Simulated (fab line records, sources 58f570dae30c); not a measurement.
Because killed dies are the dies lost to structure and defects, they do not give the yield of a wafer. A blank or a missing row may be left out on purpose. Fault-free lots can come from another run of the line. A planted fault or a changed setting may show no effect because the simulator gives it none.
Which of the tools did it? || flow berkeley cmos170 || 14 lots, 42 wafers sampled, at 1 step of a route of 331

## WHAT EACH GAUGE READ, for each wafer
No reading from a measuring or inspecting step in the record can be judged against a usual standard deviation.

## EACH LOT AND THE TOOL THAT RAN IT (in order: tool; ch and the chambers of the sampled wafers; start)
{"lot": "L193", "UCB170_PWELL_PEB_11": "litho track-04 ch 0, day 3 02:32"}
{"lot": "L195", "UCB170_PWELL_PEB_11": "litho track-01 ch 0, day 3 09:29"}
{"lot": "L196", "UCB170_PWELL_PEB_11": "litho track-01, day 3 14:13"}
{"lot": "L197", "UCB170_PWELL_PEB_11": "litho track-01, day 3 21:01"}
{"lot": "L198", "UCB170_PWELL_PEB_11": "litho track-04 ch 0, day 3 21:16"}
{"lot": "L206", "UCB170_PWELL_PEB_11": "litho track-03 ch 0, day 5 18:56"}
{"lot": "L209", "UCB170_PWELL_PEB_11": "litho track-04 ch 0, day 6 08:46"}
{"lot": "L210", "UCB170_PWELL_PEB_11": "litho track-04 ch 0, day 6 18:13"}
{"lot": "L212", "UCB170_PWELL_PEB_11": "litho track-03 ch 0, day 7 04:01"}
{"lot": "L213", "UCB170_PWELL_PEB_11": "litho track-04 ch 0, day 7 04:16"}
{"lot": "L211", "UCB170_PWELL_PEB_11": "litho track-01 ch 0, day 7 04:19"}
{"lot": "L214", "UCB170_PWELL_PEB_11": "litho track-01 ch 0, day 7 14:07"}
{"lot": "L215", "UCB170_PWELL_PEB_11": "litho track-03 ch 0, day 7 14:13"}
{"lot": "L216", "UCB170_PWELL_PEB_11": "litho track-01 ch 0, day 7 20:43"}
- UCB170_PWELL_PEB_11

## WHAT THE TOOLS THEMSELVES READ (means of the sampled wafers that have a number; where no wafer has one, the mark that the record gives instead)
UCB170_PWELL_PEB_11.
{"lot": "L193", "tool": "litho track-04", "chill plate temp C (C)": 22.93, "exhaust pa (Pa)": 44.3, "resist line temp C (C)": 23.12}
{"lot": "L195", "tool": "litho track-01", "chill plate temp C (C)": 23.00, "exhaust pa (Pa)": 44.2, "resist line temp C (C)": 22.82}
{"lot": "L196", "tool": "litho track-01", "chill plate temp C (C)": "-", "exhaust pa (Pa)": "-", "resist line temp C (C)": "-"}
{"lot": "L197", "tool": "litho track-01", "chill plate temp C (C)": "-", "exhaust pa (Pa)": "-", "resist line temp C (C)": "-"}
{"lot": "L198", "tool": "litho track-04", "chill plate temp C (C)": 23.11, "exhaust pa (Pa)": 44.9, "resist line temp C (C)": 23.02}
{"lot": "L206", "tool": "litho track-03", "chill plate temp C (C)": 22.91, "exhaust pa (Pa)": 44.8, "resist line temp C (C)": 22.87}
{"lot": "L209", "tool": "litho track-04", "chill plate temp C (C)": 23.04, "exhaust pa (Pa)": 45.4, "resist line temp C (C)": 22.86}
{"lot": "L210", "tool": "litho track-04", "chill plate temp C (C)": 22.96, "exhaust pa (Pa)": 45.5, "resist line temp C (C)": 22.98}
{"lot": "L212", "tool": "litho track-03", "chill plate temp C (C)": 22.99, "exhaust pa (Pa)": 45.3, "resist line temp C (C)": 23.00}
{"lot": "L213", "tool": "litho track-04", "chill plate temp C (C)": 23.08, "exhaust pa (Pa)": 45.2, "resist line temp C (C)": 23.01}
{"lot": "L211", "tool": "litho track-01", "chill plate temp C (C)": 23.07, "exhaust pa (Pa)": 45.3, "resist line temp C (C)": 23.11}
{"lot": "L214", "tool": "litho track-01", "chill plate temp C (C)": 23.07, "exhaust pa (Pa)": 45.0, "resist line temp C (C)": 22.84}
{"lot": "L215", "tool": "litho track-03", "chill plate temp C (C)": 22.97, "exhaust pa (Pa)": 44.9, "resist line temp C (C)": 22.91}
{"lot": "L216", "tool": "litho track-01", "chill plate temp C (C)": 23.13, "exhaust pa (Pa)": 46.3, "resist line temp C (C)": 23.04}

## THE ANSWER, worked out from the rows above alone
Rule: the lots themselves supply what counts as usual. Put in order of their means at a reading, lots are off if they are a third of the lots or fewer, leave a main group of 4 or more, and stand apart from it by a gap of 3 or more times the standard deviation of the main group's means; of several such gaps the widest counts. If all means in a main group match to the digits the tables above print for the reading, that group is not used. Also off: a lot with no number at a reading for which 4 or more lots have one. Where the step has rows for the other lots, those lots are counted as sound. After the gauges, taken in route order, come the tools' own readings; for these a lot's mean is taken, as printed above. At the first step where some lot is off, the reading lying furthest off is the one used; lots without a number count as furthest.
Off, at UCB170_PWELL_PEB_11 on chill plate temp C: L196, L197. Without a number there: L196, L197. The main group has a mean of 23.02 C with a standard deviation of 0.069.
A tool fits if, at that step or a process step before it, it ran every lot that is off, and no sound lot after the first of them. No candidate that was tried fits.

## WHAT THE SIMULATOR HAD PUT IN
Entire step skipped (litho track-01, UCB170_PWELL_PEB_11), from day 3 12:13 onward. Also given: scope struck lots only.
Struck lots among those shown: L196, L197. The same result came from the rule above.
